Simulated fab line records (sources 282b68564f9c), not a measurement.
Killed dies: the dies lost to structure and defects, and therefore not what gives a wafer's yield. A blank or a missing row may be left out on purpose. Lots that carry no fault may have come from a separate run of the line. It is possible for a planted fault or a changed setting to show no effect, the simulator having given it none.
One fault seen from 2 desks | flow rit-cmos | numbers are kept per desk, each desk with only its own; the story behind them comes last

== THE TOOL OWNER'S DESK: rtp-anneal-02 ==
Per lot that ran on this tool, the mean of the sampled wafers carrying a number, from the tool's own readings at RIT_SDANNEAL_RTA_03 (time 5 s). Marked OUT: a lot whose mean sits more than 4 standard deviations from the usual mean, which makes it out of limits; the brackets give that distance.
Columns: A = wafer_temp_C_max at RIT_SDANNEAL_RTA_03, usual 1053.5
lot  | first seen here | A
L200 | day 3 02:15     | 1053.8
L202 | day 3 15:38     | 1052.3
L204 | day 3 22:13     | 1052.3
L208 | day 4 18:16     | 1053.1
L217 | day 6 15:04     | 1013.5 (-36) OUT
L219 | day 7 01:35     | 1014.5 (-35) OUT
L221 | day 7 10:29     | 1013.8 (-36) OUT
This desk's finding: out of limits on L217, L219, L221; first on L217, day 6 15:04 (wafer_temp_C_max at RIT_SDANNEAL_RTA_03). In limits: L200, L202, L204, L208.

== THE METROLOGY DESK ==
Means of the sampled wafers that have a number, per lot and without regard to the tool the lot ran on: this is what the gauges read. Marked OUT: a lot whose mean sits more than 4 standard deviations from the usual mean, which makes it out of limits; the brackets give that distance.
Columns: A = PSD_TW at RIT_PSD_TW_MEAS_10, usual 3423; B = PSD_RS at RIT_SDANNEAL_RS_MEAS_04, usual 115.88 ohm/sq; C = SILICIDE_TI_THK at RIT_SILICIDE_THK_MEAS_03, usual 30.0 nm
lot  | first seen here | A    | B                | C
L200 | day 3 01:49     | 3395 | 115.51           | 30.3
L201 | day 3 07:28     | 3390 | 115.75           | 29.8
L202 | day 3 15:13     | 3443 | 116.15           | 29.8
L203 | day 3 19:46     | 3444 | 115.68           | 29.4
L204 | day 3 21:47     | 3402 | 115.56           | 29.6
L205 | day 4 03:01     | 3386 | 115.80           | 30.0
L207 | day 4 17:20     | 3404 | 115.61           | 29.8
L208 | day 4 17:49     | 3468 | 115.83           | 29.7
L209 | day 4 21:28     | 3417 | 116.12           | 30.3
L216 | day 6 13:20     | 3406 | 116.46           | 30.2
L217 | day 6 14:38     | 3404 | 144.21 (+98) OUT | -
L218 | day 6 18:32     | 3449 | 115.92           | 30.4
L219 | day 7 01:06     | 3460 | 144.25 (+98) OUT | -
L221 | day 7 10:03     | 3472 | 144.29 (+98) OUT | -
L222 | day 7 15:25     | 3449 | 116.03           | 29.5
Per this desk, out of limits: L217, L219, L221; the first was L217, day 6 15:08 (PSD_RS at RIT_SDANNEAL_RS_MEAS_04). In limits: L200, L201, L202, L203, L204, L205, L207, L208, L209, L216, L218, L222.

== PUT TOGETHER ==
On L217, L219, L221, at day 6 15:04, an alarm was possible from the tool owner's desk.
L217, L219, L221 would have let the metrology desk raise an alarm at day 6 15:08.
Of the lots named, all ran RIT_SDANNEAL_RTA_03 on rtp-anneal-02.

== WHAT HAD BEEN PUT IN BY THE SIMULATOR ==
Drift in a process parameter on rtp-anneal-02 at RIT_SDANNEAL_RTA_03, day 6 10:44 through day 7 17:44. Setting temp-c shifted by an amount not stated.
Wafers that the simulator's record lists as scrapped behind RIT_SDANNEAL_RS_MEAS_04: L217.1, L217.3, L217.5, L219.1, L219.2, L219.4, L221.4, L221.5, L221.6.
Struck lots among those shown: L217, L219, L221.
Delay (hours) between the fault's onset and each desk's first out-of-limits reading: 4 at the tool owner's desk, 4 at the metrology desk.
